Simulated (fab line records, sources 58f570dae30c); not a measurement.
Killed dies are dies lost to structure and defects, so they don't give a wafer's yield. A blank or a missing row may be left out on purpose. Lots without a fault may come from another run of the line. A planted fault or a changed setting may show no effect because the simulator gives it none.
Which tool did it? | flow berkeley_cmos170 | 15 lots, 45 wafers sampled, at 4 steps of a route of 331

WHAT THE GAUGES READ, wafer by wafer
UCB170_M3_CD_MEAS_90: target cd 700 nm.
lot  | measured     | on        | cd_nm (nm)
L194 | day 6 23:38  | cd_sem-02 | 701 699 701
L195 | day 7 16:23  | cd_sem-01 | 701 704 698
L196 | day 7 16:54  | cd_sem-01 | 701 707 700
L197 | day 8 09:26  | cd_sem-02 | 705 700 706
L199 | day 8 09:44  | cd_sem-02 | 698 696 701
L198 | day 8 10:02  | cd_sem-01 | 698 700 696
L201 | day 8 16:52  | cd_sem-02 | 702 699 703
L202 | day 9 13:19  | cd_sem-01 | 697 700 696
L203 | day 9 13:34  | cd_sem-01 | 699 703 699
L205 | day 9 21:48  | cd_sem-01 | 697 701 702
L204 | day 9 21:55  | cd_sem-01 | 704 704 705
L212 | day 11 14:55 | cd_sem-02 | 696 696 699
L214 | day 12 00:47 | cd_sem-01 | 697 696 696
L216 | day 12 10:24 | cd_sem-01 | 698 698 698
L217 | day 12 07:35 | cd_sem-02 | 706 700 704

WHICH TOOL RAN EACH LOT (tool, then ch and the chambers of the sampled wafers, then the start)
lot  | UCB170_M1_SPUTTER_00         | UCB170_V2_ETCH_14                  | UCB170_V2_STRIP_15
L194 | pvd_sputter-03, day 6 08:33  | rie_diel-02 ch 0,2,3, day 6 20:44  | plasma_asher-02 ch 0,1, day 6 20:55
L195 | pvd_sputter-02, day 6 22:02  | rie_diel-02 ch 0,1,2, day 7 13:28  | plasma_asher-04 ch 0,1, day 7 13:39
L196 | pvd_sputter-03, day 6 22:10  | rie_diel-03 ch 0,1,3, day 7 14:07  | plasma_asher-02 ch 0,1, day 7 14:18
L197 | pvd_sputter-03, day 7 10:47  | rie_diel-02 ch 1,2,3, day 8 05:59  | plasma_asher-03 ch 0,1, day 8 06:07
L199 | pvd_sputter-01, day 7 11:16  | rie_diel-03 ch 1,2,3, day 8 06:11  | plasma_asher-04 ch 0,1, day 8 06:21
L198 | pvd_sputter-03, day 7 12:12  | rie_diel-04 ch 0,1,3, day 8 06:27  | plasma_asher-03 ch 0,1, day 8 06:38
L201 | pvd_sputter-03, day 7 22:53  | rie_diel-02 ch 1,2, day 8 13:33    | plasma_asher-04 ch 0,1, day 8 13:46
L202 | pvd_sputter-01, day 8 21:28  | rie_diel-02 ch 0,1,2, day 9 09:50  | plasma_asher-03 ch 1, day 9 10:01
L203 | pvd_sputter-02, day 8 21:38  | rie_diel-03 ch 2,3, day 9 10:26    | plasma_asher-02 ch 0,1, day 9 10:39
L205 | pvd_sputter-01, day 9 03:37  | rie_diel-02 ch 0,3, day 9 18:25    | plasma_asher-03 ch 0, day 9 18:40
L204 | pvd_sputter-03, day 9 05:39  | rie_diel-04 ch 1,2,3, day 9 18:41  | plasma_asher-02 ch 0,1, day 9 18:52
L212 | pvd_sputter-01, day 10 21:30 | rie_diel-03 ch 0,1,2, day 11 11:59 | plasma_asher-04 ch 0,1, day 11 12:10
L214 | pvd_sputter-01, day 11 09:07 | rie_diel-04 ch 1,3, day 11 21:52   | plasma_asher-04 ch 0,1, day 11 22:02
L216 | pvd_sputter-01, day 11 13:41 | rie_diel-03 ch 1,2, day 12 07:32   | plasma_asher-03 ch 0,1, day 12 07:43
L217 | pvd_sputter-02, day 11 16:44 | rie_diel-02 ch 0,1, day 12 04:35   | plasma_asher-04 ch 0,1, day 12 04:46
- UCB170_M1_SPUTTER_00: material Al, target thk 600 nm, time 80 s.
- UCB170_V2_ETCH_14: etches SiO2 in CHF3/CF4/Ar, stops on Al, target depth 1250 nm, time 291 s.
- UCB170_V2_STRIP_15: strips in O2.

WHAT THE TOOLS THEMSELVES READ (means of the sampled wafers that have a number; where no wafer has one, the mark that the record gives instead)
UCB170_M1_SPUTTER_00.
lot  | tool           | throttle_valve_pct (%)
L194 | pvd_sputter-03 | 29.6
L195 | pvd_sputter-02 | 29.0
L196 | pvd_sputter-03 | 29.6
L197 | pvd_sputter-03 | 29.5
L199 | pvd_sputter-01 | 29.6
L198 | pvd_sputter-03 | 29.7
L201 | pvd_sputter-03 | 29.8
L202 | pvd_sputter-01 | 29.9
L203 | pvd_sputter-02 | 30.4
L205 | pvd_sputter-01 | 30.0
L204 | pvd_sputter-03 | 29.7
L212 | pvd_sputter-01 | 29.3
L214 | pvd_sputter-01 | 29.5
L216 | pvd_sputter-01 | 29.9
L217 | pvd_sputter-02 | 29.6

UCB170_V2_ETCH_14.
lot  | tool        | drypump_motor_current_A (A) | oes_product_au (a.u.) | rf_fwd_power_W (W) | throttle_valve_pct (%)
L194 | rie_diel-02 | 5.5                         | 0.876                 | 696.9              | 6.99
L195 | rie_diel-02 | 5.4                         | 0.876                 | 701.1              | 6.96
L196 | rie_diel-03 | 6.1                         | 0.863                 | 696.9              | 6.95
L197 | rie_diel-02 | 5.5                         | 0.881                 | 696.8              | 6.90
L199 | rie_diel-03 | 6.0                         | 0.864                 | 697.2              | 6.98
L198 | rie_diel-04 | 6.2                         | 0.868                 | 698.5              | 6.94
L201 | rie_diel-02 | 5.4                         | 0.895                 | 699.0              | 6.79
L202 | rie_diel-02 | 5.4                         | 0.879                 | 699.9              | 6.95
L203 | rie_diel-03 | 6.3                         | 0.860                 | 697.9              | 7.02
L205 | rie_diel-02 | 5.6                         | 0.865                 | 698.9              | 7.16
L204 | rie_diel-04 | 6.2                         | 0.871                 | 698.5              | 7.03
L212 | rie_diel-03 | 6.3                         | 0.852                 | 699.2              | 7.02
L214 | rie_diel-04 | 6.4                         | 0.878                 | 696.4              | 7.06
L216 | rie_diel-03 | 6.3                         | 0.850                 | 700.2              | 7.06
L217 | rie_diel-02 | 5.5                         | 0.868                 | 700.4              | 7.11

UCB170_V2_STRIP_15.
lot  | tool            | drypump_motor_current_A (A) | oes_product_au (a.u.) | strip_time_to_endpoint_s (s)
L194 | plasma_asher-02 | 5.59                        | 0.718                 | 15.43
L195 | plasma_asher-04 | 5.50                        | 0.719                 | 15.42
L196 | plasma_asher-02 | 5.52                        | 0.717                 | 15.29
L197 | plasma_asher-03 | 5.61                        | 0.725                 | 15.27
L199 | plasma_asher-04 | 5.78                        | 0.725                 | 15.48
L198 | plasma_asher-03 | 5.51                        | 0.724                 | 15.12
L201 | plasma_asher-04 | 5.76                        | 0.723                 | 15.44
L202 | plasma_asher-03 | 5.70                        | 0.724                 | 15.41
L203 | plasma_asher-02 | 5.55                        | 0.718                 | 15.35
L205 | plasma_asher-03 | 5.42                        | 0.725                 | 15.36
L204 | plasma_asher-02 | 5.53                        | 0.718                 | 15.31
L212 | plasma_asher-04 | 5.76                        | 0.721                 | 15.35
L214 | plasma_asher-04 | 5.49                        | 0.723                 | 15.28
L216 | plasma_asher-03 | 5.52                        | 0.724                 | 15.35
L217 | plasma_asher-04 | 5.50                        | 0.726                 | 15.34

THE ANSWER, worked out from the rows above alone
Rule: what is usual is taken from the lots themselves. Put in order of their means at a reading, lots are off if they are a third of the lots or fewer, leave a main group of 4 or more, and stand apart from it by a gap of 3 or more times the standard deviation of the main group's means; of several such gaps the widest counts. A main group whose means are all the same, to the digits that the tables above print for the reading, isn't used. A lot without any number at a reading at which 4 lots or more have one is off too. The other lots that the step has rows for count as sound. The gauges are gone through in route order, then the tools' own readings, and for those a lot's mean is taken as printed above. The first step at which some lot is off is used, and at that step the reading that is off furthest; a lot without a number counts as furthest.
No lot is off at any reading shown: from this, nothing can be told.

WHAT THE SIMULATOR HAD PUT IN
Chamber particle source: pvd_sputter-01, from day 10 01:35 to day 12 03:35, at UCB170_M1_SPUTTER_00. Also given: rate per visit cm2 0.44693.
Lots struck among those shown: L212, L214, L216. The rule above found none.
